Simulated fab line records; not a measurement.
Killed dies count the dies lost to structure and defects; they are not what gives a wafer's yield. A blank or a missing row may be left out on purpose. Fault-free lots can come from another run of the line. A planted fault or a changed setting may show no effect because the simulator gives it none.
fab line records ; flow rit_cmos
record: lots: 15; wafers: 45; last_day: 7
route steps=202 shown NWELL@30 M1@202
lots that met no fault: from a run of the same line without faults
start_h: hours from the record's first day to the start of the lot's first wafer shown ; wait_h: hours from the lot's prior step to this one ; " unchanged from the row above ; L1.1+2: several wafers, shown together as one row ; - no value present, or no start provided ; * or withheld: withheld ; < > ~ a bound
route shown NAME@n: names a module that has steps shown in the file, with the first one's number in the route ; usual: the fault-free wafers' mean and standard deviation ; same: alike in all rows ; chamber/n: place in a boat ; sites: readings site by site ; _std_site: how widely they spread, as a standard deviation ; _edge_site: mean of outer sites minus mean of inner sites ; radius_mm: how far each site lies from the wafer's centre ; mask NAME#n: copy n ; behind: the last tool/chamber to shape the wafer ; hold: cause of the lot's hold/its duration in hours/its outcome ; device: the n, p or np transistor that did not switch ; end of line: the route-end tests of the same wafers ; a step without rows: its recipe alone ; killed: count of dies lost to structure and defects at first sort (not the wafer's yield) ; map: dies across one wafer; x = killed, . = not, _ = none there
set.NAME: the setting that was run; set.NAME@STEP: the one run at that earlier step ; model.NAME: the simulator's own value behind a step, which no gauge read
route steps across a sampled set of lots; one table per step, one row per wafer
== steps ==
step: RIT_NWELL_SOFTBAKE_02
recipe: resist: NOVOLAK; temp_c: 90; time_s: 60
usual: chill_plate_temp_C: 22.99/0.1; run_length_s: 89.20/0.19
lot.wafer;tool;chamber;start_h;wait_h;chill_plate_temp_C;run_length_s
L104.1;litho_track-04;0;20.00;0.1;22.99;89.21
L104.2;litho_track-04;0;20.00;0.1;23.16;89.18
L104.4;litho_track-04;0;20.00;0.1;22.86;89.28
L105.1;litho_track-04;0;24.55;0.1;23.05;89.12
L105.2;litho_track-04;0;24.55;0.1;23.01;89.07
L105.6;litho_track-04;0;24.55;0.1;23.11;89.31
L107.2;litho_track-01;0;34.81;0.1;23.06;89.38
L107.4;litho_track-01;0;34.81;0.1;23.01;89.26
L107.6;litho_track-01;0;34.81;0.1;23.14;89.32
L108.1;litho_track-03;0;40.82;0.1;22.97;88.90
L108.2;litho_track-03;0;40.82;0.1;22.94;88.89
L108.4;litho_track-03;0;40.82;0.1;23.13;88.95
L109.1;litho_track-03;0;47.10;0.1;23.10;88.89
L109.2;litho_track-03;0;47.10;0.1;22.88;88.90
L109.4;litho_track-03;0;47.10;0.1;23.10;88.97
L110.2;litho_track-03;0;51.43;0.1;22.99;94.29
L110.5;litho_track-03;0;51.43;0.1;22.96;94.19
L110.6;litho_track-03;0;51.43;0.1;22.99;94.20
L111.2;litho_track-03;0;56.12;0.1;22.72;94.41
L111.3;litho_track-03;0;56.12;0.1;22.85;94.26
L111.6;litho_track-03;0;56.12;0.1;22.91;94.27
L112.4;litho_track-03;0;59.81;0.1;23.00;94.16
L112.5;litho_track-03;0;59.81;0.1;22.96;94.29
L112.6;litho_track-03;0;59.81;0.1;22.91;94.40
L115.1;litho_track-01;0;76.76;0.1;22.95;89.23
L115.4;litho_track-01;0;76.76;0.1;23.04;89.49
L115.5;litho_track-01;0;76.76;0.1;22.88;89.30
L121.3;litho_track-04;0;104.81;0.1;22.99;89.36
L121.5;litho_track-04;0;104.81;0.1;23.05;89.23
L121.6;litho_track-04;0;104.81;0.1;23.15;89.49
L123.4;litho_track-01;0;115.44;0.1;22.88;89.30
L123.5;litho_track-01;0;115.44;0.1;23.02;89.29
L123.6;litho_track-01;0;115.44;0.1;23.02;89.40
L124.1;litho_track-04;0;120.30;0.1;23.09;89.05
L124.2;litho_track-04;0;120.30;0.1;22.95;89.41
L124.5;litho_track-04;0;120.30;0.1;22.95;89.14
L125.2;litho_track-01;0;124.70;0.1;22.96;89.40
L125.3;litho_track-01;0;124.70;0.1;23.10;89.33
L125.5;litho_track-01;0;124.70;0.1;22.95;89.51
L126.2;litho_track-01;0;130.64;0.1;22.96;89.40
L126.4;litho_track-01;0;130.64;0.1;22.98;89.48
L126.5;litho_track-01;0;130.64;0.1;22.89;89.30
L127.1;litho_track-04;0;134.71;0.1;22.90;89.29
L127.3;litho_track-04;0;134.71;0.1;23.05;89.14
L127.5;litho_track-04;0;134.71;0.1;22.75;89.05
step: RIT_M1_PROBE_99
usual: killed_at_M0_to_M3: 0.0/0.18; killed_at_contacts: 0.1/0.38; killed_at_front_end: 6.9/2.9; killed_dies: 7.1/3; killed_open: 3.5/2.1; killed_short: 3.5/2
same: gross_dies: 264; killed_at_M4_up: 0; killed_at_back_side: 0; killed_at_other: 0
lot.wafer;tool;chamber;start_h;wait_h;killed_at_M0_to_M3;killed_at_contacts;killed_at_front_end;killed_dies;killed_open;killed_short
L111.2;prober-02;-;95.29;0.1;0;0;8;8;1;7
L111.3;prober-02;-;95.34;0.2;0;0;10;10;8;2
L111.6;prober-02;-;95.49;0.2;0;0;6;6;2;4
killed by level:class
L111.2 FOX1:geometric_particle:short=3 GATE:geometric_particle:short=2 SPACER:geometric_particle:short=2 GATE:geometric_particle:open=1
L111.3 FOX1:geometric_particle:open=3 GATE:geometric_particle:open=3 GATE:geometric_particle:short=1 REOX:geometric_particle:open=1 SILICIDE:geometric_particle:open=1 SILICIDE:geometric_particle:short=1
L111.6 REOX:geometric_particle:short=3 FOX1:geometric_particle:short=1 FOX2:geometric_particle:open=1 GATE:geometric_particle:open=1
== key ==
first_sign: step: RIT_NWELL_SOFTBAKE_02; reading: run_length_s; direction: up; sigmas: 27; usual: *; struck: *
effect none on later readings
met_at RIT_NWELL_SOFTBAKE_02
struck_lots L110,L111,L112
tester_left_out L110,L111,L112
onset_between 47.10 51.43
fault: kind: process_parameter_drift; tool: litho_track-03; chamber: -; onset_h: 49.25; steps: RIT_NWELL_SOFTBAKE_02; channel: time_s; offset: *; shape: step; end_h: 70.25; acts_in: *; stated: *
tester_left_out: of these lots the tester's yield and bins aren't shown, on N5 and GAA mostly nor the transistor test; their killed dies are dies lost to structure and defects alone, not to doping, threshold or leakage, so they don't give the yield
